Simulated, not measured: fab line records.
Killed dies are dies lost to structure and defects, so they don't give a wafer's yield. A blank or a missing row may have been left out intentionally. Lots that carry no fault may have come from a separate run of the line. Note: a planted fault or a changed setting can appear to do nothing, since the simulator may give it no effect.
Chamber matching ; flow berkeley cmos170 ; UCB170_V2_CMP_02 on cmp-01 has 4 sister chambers
The step polishes SiO2. 14 wafers are shown with their chamber, then 7 later ones without.

== WAFERS WITH THEIR CHAMBER ==
wafer;chamber;motor current A (A);slurry flow ml min
L967.1;0;15.0;150.2
L967.3;2;15.3;150.5
L967.5;0;15.5;149.3
L969.3;1;16.2;150.5
L969.4;0;14.6;148.8
L969.6;3;17.2;150.0
L970.2;2;14.7;149.5
L970.4;3;16.8;150.0
L970.6;3;17.3;150.1
L979.2;1;15.9;149.5
L979.5;2;14.2;149.0
L979.6;1;15.8;149.5
L983.2;2;14.5;149.3
L983.4;0;15.4;150.6

SIGNATURES, as means of the wafers listed above
reading;chamber 0;chamber 1;chamber 2;chamber 3;scatter within a chamber
motor current A;15.125;15.967;14.675;17.100;0.372
slurry flow ml min;149.725;149.833;149.575;150.033;0.63
Rule: a wafer lies at a distance from a chamber equal to the root of the sum of squares, over the readings, of (its reading less the chamber's mean, divided by the reading's scatter). The wafer belongs to the nearest chamber; if the next one is less than 2 further off, it can't be placed. How the scatter is found: for the shown wafers, subtract from each reading the mean of its chamber, square and add these, divide the total by (wafers less chambers), then take the root.

== WAFERS WHOSE CHAMBER IS MISSING ==
wafer;motor current A (A);slurry flow ml min
L983.6;16.9;150.2
L986.2;16.0;149.9
L986.3;16.3;149.9
L986.5;16.3;149.0
L987.1;15.3;150.4
L987.2;14.8;150.3
L987.6;15.1;151.2

== CHAMBER TAKEN BY EACH ==
wafer;from the rows above;in truth
L983.6;can't be placed: 3 or 1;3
L986.2;1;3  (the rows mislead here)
L986.3;can't be placed: 1 or 3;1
L986.5;can't be placed: 1 or 3 or 0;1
L987.1;can't be placed: 0 or 1 or 2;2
L987.2;can't be placed: 2 or 0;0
L987.6;can't be placed: 0 or 2 or 1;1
Correct placement for 0 of the 7. Can't be placed from these rows: 6 (the true chamber is among the candidates in 6). Number placed wrongly: 1.
